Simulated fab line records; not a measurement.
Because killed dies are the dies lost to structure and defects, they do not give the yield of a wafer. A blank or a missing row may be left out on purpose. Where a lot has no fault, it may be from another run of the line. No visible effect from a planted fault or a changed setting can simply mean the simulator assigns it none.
A sampling plan put to the test :: flow berkeley-cmos170 :: each of the 8 faults these records tell of, on one fab line, judged from the records of the lots it struck
The line's own looks make up the plan; these are the steps of the route where a gauge or inspection reads the wafer and leaves it unchanged. A look can be judged if struck wafers have a number there and the file gives its usual mean and standard deviation on fault-free wafers. Caught: 4 or more of those standard deviations (sigma) separate the usual mean from the mean of the struck wafers at a look after the fault's first step. On the tool: the fault's steps, tested the same way using the tool's own readings. Caught also covers a different recipe on the struck wafers, or a record left blank for those wafers only.

== THE FAULTS, as the simulator had put them in ==
1. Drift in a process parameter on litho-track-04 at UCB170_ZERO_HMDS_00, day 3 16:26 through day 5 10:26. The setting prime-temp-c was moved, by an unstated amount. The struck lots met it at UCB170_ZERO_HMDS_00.
2. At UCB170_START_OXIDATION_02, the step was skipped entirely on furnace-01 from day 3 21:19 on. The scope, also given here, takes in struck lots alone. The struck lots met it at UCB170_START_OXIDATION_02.
3. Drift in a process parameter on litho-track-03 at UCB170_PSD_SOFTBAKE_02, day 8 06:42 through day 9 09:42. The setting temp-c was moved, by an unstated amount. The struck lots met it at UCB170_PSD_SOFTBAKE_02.
4. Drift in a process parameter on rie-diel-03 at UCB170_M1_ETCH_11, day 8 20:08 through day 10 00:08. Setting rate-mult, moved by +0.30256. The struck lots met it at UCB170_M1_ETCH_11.
5. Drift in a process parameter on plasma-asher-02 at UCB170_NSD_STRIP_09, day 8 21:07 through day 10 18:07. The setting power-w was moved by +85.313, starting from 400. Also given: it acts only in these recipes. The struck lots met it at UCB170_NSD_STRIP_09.
6. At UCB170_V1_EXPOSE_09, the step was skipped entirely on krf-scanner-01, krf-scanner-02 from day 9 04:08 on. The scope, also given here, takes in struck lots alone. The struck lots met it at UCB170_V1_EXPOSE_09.
7. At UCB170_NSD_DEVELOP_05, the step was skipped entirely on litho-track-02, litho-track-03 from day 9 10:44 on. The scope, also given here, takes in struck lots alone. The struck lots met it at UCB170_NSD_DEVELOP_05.
8. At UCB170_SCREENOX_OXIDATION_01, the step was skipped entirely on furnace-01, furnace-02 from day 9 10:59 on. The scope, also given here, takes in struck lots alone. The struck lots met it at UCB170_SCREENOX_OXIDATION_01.

== WHAT THE PLAN SAW ==
fault: 1
on the tool itself: prime-temp-c -24 sigma
first look that catches it: none of the 2 looks that can be judged after it
reading, sigma: -
median hours from its first step to that look: -
hours from the fault's start to the first struck lot there: -
judged looks passed uncaught: 2

fault: 2
on the tool itself: the tool's record is blank for the struck wafers
first look that catches it: no look after it can be judged
reading, sigma: -
median hours from its first step to that look: -
hours from the fault's start to the first struck lot there: -
judged looks passed uncaught: 0

fault: 3
on the tool itself: heater-power-total-W -24 sigma
first look that catches it: not the one look that can be judged after it
reading, sigma: strongest: cd-nm at UCB170_PSD_CD_MEAS_06, -3.3
median hours from its first step to that look: -
hours from the fault's start to the first struck lot there: -
judged looks passed uncaught: 1

fault: 4
on the tool itself: oes-product-au +17 sigma
first look that catches it: no look after it can be judged
reading, sigma: -
median hours from its first step to that look: -
hours from the fault's start to the first struck lot there: -
judged looks passed uncaught: 0

fault: 5
on the tool itself: strip-time-to-endpoint-s -79 sigma
first look that catches it: none of the 2 looks that can be judged after it
reading, sigma: -
median hours from its first step to that look: -
hours from the fault's start to the first struck lot there: -
judged looks passed uncaught: 2

fault: 6
on the tool itself: no reading that can be judged
first look that catches it: no look after it can be judged
reading, sigma: -
median hours from its first step to that look: -
hours from the fault's start to the first struck lot there: -
judged looks passed uncaught: 0

fault: 7
on the tool itself: the tool's record is blank for the struck wafers
first look that catches it: no look after it can be judged
reading, sigma: -
median hours from its first step to that look: -
hours from the fault's start to the first struck lot there: -
judged looks passed uncaught: 0

fault: 8
on the tool itself: the tool's record is blank for the struck wafers
first look that catches it: no look after it can be judged
reading, sigma: -
median hours from its first step to that look: -
hours from the fault's start to the first struck lot there: -
judged looks passed uncaught: 0
A dash: the fault isn't caught, or these records don't give the number.

Caught at a look: 0 of 8. Caught on the tool: 7 of 8. By one or the other: 7 of 8.
Faults 1, 2, 3, 4, 5, 7, 8 were caught on the tool alone.
Caught by neither: fault 6.
